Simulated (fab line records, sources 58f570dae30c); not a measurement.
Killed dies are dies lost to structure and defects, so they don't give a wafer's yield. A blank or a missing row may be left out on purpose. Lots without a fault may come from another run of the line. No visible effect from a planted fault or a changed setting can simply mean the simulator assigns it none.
A struck lot beside a sound one -- flow berkeley cmos170 -- 17 out of 331 route steps
Sound: these wafers, L519.1, L519.4, L519.5. The struck wafers were L521.1, L521.3, L521.4. Last of all comes the cause.
Order at every step that has rows: each side's tool, ch and its chambers, its first start. Under that, the readings that differ: sound wafers -- struck wafers -- difference of the means -- sigmas: that difference in standard deviations of wafers without a fault.
alike: readings with means less than 2 such deviations apart, plus words and numbers identical on both sides. not compared: withheld readings, readings lacking a value on some wafer, bounds such as >300 that could conceal the same value, and numbers that have no deviation in the record and whose values overlap.
A row with sigmas, a row that says differs or no value, or rows on one side alone: a step with any of these is where the two part. When numbers do not overlap yet have no deviation, they are printed without sigmas and do not part them. A reading missing from all wafers of one side parts the sides only when that side holds two or more wafers.

UCB170_CONTACT_OVL_MEAS_16:
  sound on overlay-01 at day 9 01:37; struck on overlay-01 at day 9 23:09
  alike: CONTACT_OVL
UCB170_CONTACT_ETCH_17: etches BARC in N2/H2.
  sound on rie diel-03 ch 0,1,3, day 9 01:39; struck on rie diel-03 ch 0,2, day 9 23:11
  alike: bias w, drypump motor current A, oes product au, rf fwd power W, throttle valve pct
UCB170_CONTACT_ETCH_18: etches PSG in CHF3/CF4/Ar, stops on TiSi2, target depth 840 nm, time 195 s.
  sound: rie diel-03 ch 0,1,3; struck: rie diel-03 ch 0,2
  alike: drypump motor current A, oes product au, rf fwd power W, throttle valve pct
  not compared: rf hours counter h
UCB170_CONTACT_STRIP_19: strips in O2.
  sound on plasma asher-03 ch 0,1, day 9 01:49; struck on plasma asher-02 ch 0,1, day 9 23:21
  alike: drypump motor current A, oes product au
  not compared: rf hours counter h
UCB170_CONTACT_CD_MEAS_90 targets a cd of 700 nm.
  sound on cd sem-01 at day 9 01:55; struck on cd sem-01 at day 9 23:27
  alike: cd nm
then, 1 step without rows for these wafers: UCB170_CONTACT_CLEAN_20 (cleans in SPM, time 600 s).
UCB170_M1_SPUTTER_00: material Al, target thk 600 nm, time 80 s.
  sound on pvd sputter-04 at day 9 02:14; struck on pvd sputter-03 at day 10 00:02
reading,sound,struck,difference,sigmas
throttle valve pct (%),27.3 29.0 29.5,30.3 31.6 30.5,+2.2,+2
  alike: cathode dc power W
UCB170_M1_RS_MEAS_01: a four-point-probe measurement.
  sound on film metro-01 at day 9 02:17; struck on film metro-04 at day 10 00:06
  alike: M1_AL_RS
UCB170_M1_THK_MEAS_02: measures by xrf.
  sound on film metro-01 at day 9 02:25; struck on film metro-04 at day 10 00:13
  alike: M1_AL_THK
then, 3 steps without rows for these wafers: UCB170_M1_COAT_03; UCB170_M1_COAT_04 (resist thk 900 nm); UCB170_M1_SOFTBAKE_05 (time 60 s).
UCB170_M1_EXPOSE_06: exposes mask METAL1, target cd 700 nm.
  sound on krf scanner-01 ch 0, day 9 03:04; struck on krf scanner-01 ch 0, day 10 00:57
reading,sound,struck,difference,sigmas
mask,METAL1#0 METAL1#0 METAL1#0,METAL1_R1#0 METAL1_R1#0 METAL1_R1#0,differs,
then, 2 steps without rows for these wafers: UCB170_M1_PEB_07; UCB170_M1_DEVELOP_08 (develop time 45 s).
UCB170_M1_CD_MEAS_09 targets a cd of 700 nm.
  sound on cd sem-02 at day 9 03:28; struck on cd sem-02 at day 10 01:41
reading,sound,struck,difference,sigmas
cd nm (nm),699.3 698.9 699.4,615.5 616.6 616.6,-83.0,-69
  not compared: hold
next, for these wafers, 1 step has no rows: UCB170_M3_PROBE_99.

WHERE THEY PART
Earliest at UCB170_M1_SPUTTER_00; latest, in this record, at UCB170_M1_CD_MEAS_09.

WHY: whatever the simulator had introduced
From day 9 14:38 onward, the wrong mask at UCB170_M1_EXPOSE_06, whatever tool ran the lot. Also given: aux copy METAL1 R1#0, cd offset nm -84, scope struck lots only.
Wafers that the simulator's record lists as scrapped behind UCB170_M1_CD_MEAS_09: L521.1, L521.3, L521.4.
